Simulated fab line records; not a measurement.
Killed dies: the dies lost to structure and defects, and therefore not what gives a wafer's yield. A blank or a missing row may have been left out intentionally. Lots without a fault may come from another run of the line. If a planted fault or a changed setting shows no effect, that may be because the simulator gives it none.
Problem report, 8D (eight disciplines) form, completed by code / flow rit-cmos / the parts of the form that need people (team, actions taken, sign-off) are left out

== 1. PROBLEM STATEMENT ==
Wafers without a fault read 7, standard deviation 3.2; killed-at-front-end at RIT_M1_PROBE_99 reads a mean of 41 on 3 wafers belonging to 3 lots. That puts it +11 standard deviations away from the usual mean.
Earliest sighting: wafer L136.4 on prober-01 at day 5 17:05. The record holds 9 wafers of 3 lots with a number at this step. By rule, "out" or "out of limits" means more than 4 standard deviations away from the usual mean. The rest of the wafers with a number are treated as sound.

== 2. WHAT THIS IS AND IS NOT ==
question=which readings at this step | is=killed-at-front-end, killed-dies | is not=killed-at-contacts, killed-open, killed-short
question=which lots | is=L136, L138, L139 | is not=-
question=which wafers of those lots | is=L136.4, L138.1, L139.3 | is not=L136.3, L136.5, L138.2, L138.3, L139.1, L139.6
question=read on which tools | is=prober-01, prober-02 | is not=-
question=when | is=from day 5 17:05 | is not=up to then (1 sound wafer); but 5 sound wafers of L136, L138, L139 came after

== 3. THE SUSPECTS, EACH WITH WHAT RULES IT OUT ==
Counting: if a tool at a process step up to the reading ran every lot that is out, it stays a suspect. Sound lots after the first of them don't rule it out here, since some wafers of a struck lot are sound.
- plasma-asher-02 at RIT_NRETRO_STRIP_09 (strips in O2, time 180 s): kept. It ran every lot that is out, first L136 (day 4 13:50).
- Within plasma-asher-02 at RIT_NRETRO_STRIP_09: the wafers that are out ran in chamber 1; their sound lot-mates ran in chamber 0.
After counting, what remains is plasma-asher-02 at RIT_NRETRO_STRIP_09.

== 4. THE CAUSE (what the simulator had put in) ==
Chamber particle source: plasma-asher-02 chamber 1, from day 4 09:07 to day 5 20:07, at RIT_NRETRO_STRIP_09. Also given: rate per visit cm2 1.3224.
Only this tool survived the counting.

== 5. THE EFFECT CHAIN, in route order ==
Rows list readings where the struck wafers' mean (over those with a number) sits beyond 3 standard deviations from the usual. Readings are gone through only where the record gives a usual standard deviation; hours: the median, over the lots, of the time from a lot's start at the first step in this table giving one to that lot's start at this step; sigmas: the change measured in usual standard deviations.
hours=0; step=RIT_M1_PROBE_99; reading=killed-at-front-end; usual=7; on struck wafers=41; change=+34; sigmas=+11
hours=0; step=RIT_M1_PROBE_99; reading=killed-dies; usual=7; on struck wafers=41; change=+34; sigmas=+11
Here are the process steps it includes:
- RIT_M1_PROBE_99

== 6. HOW IT WOULD HAVE BEEN CAUGHT EARLIER ==
32 hours passed between the start of the fault at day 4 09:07 and the first reading out of limits in this record, taken at day 5 17:05.
Of the tool readings at RIT_NRETRO_STRIP_09 for which the record gives a usual standard deviation, none was out on any struck wafer, so an alarm limit of 4 standard deviations on them would not have fired.
The start of RIT_NRETRO_STRIP_09 on plasma-asher-02 came by day 5 17:05 for every one of the lots that are out (3). A hold on the tool at that time would have spared none of them.
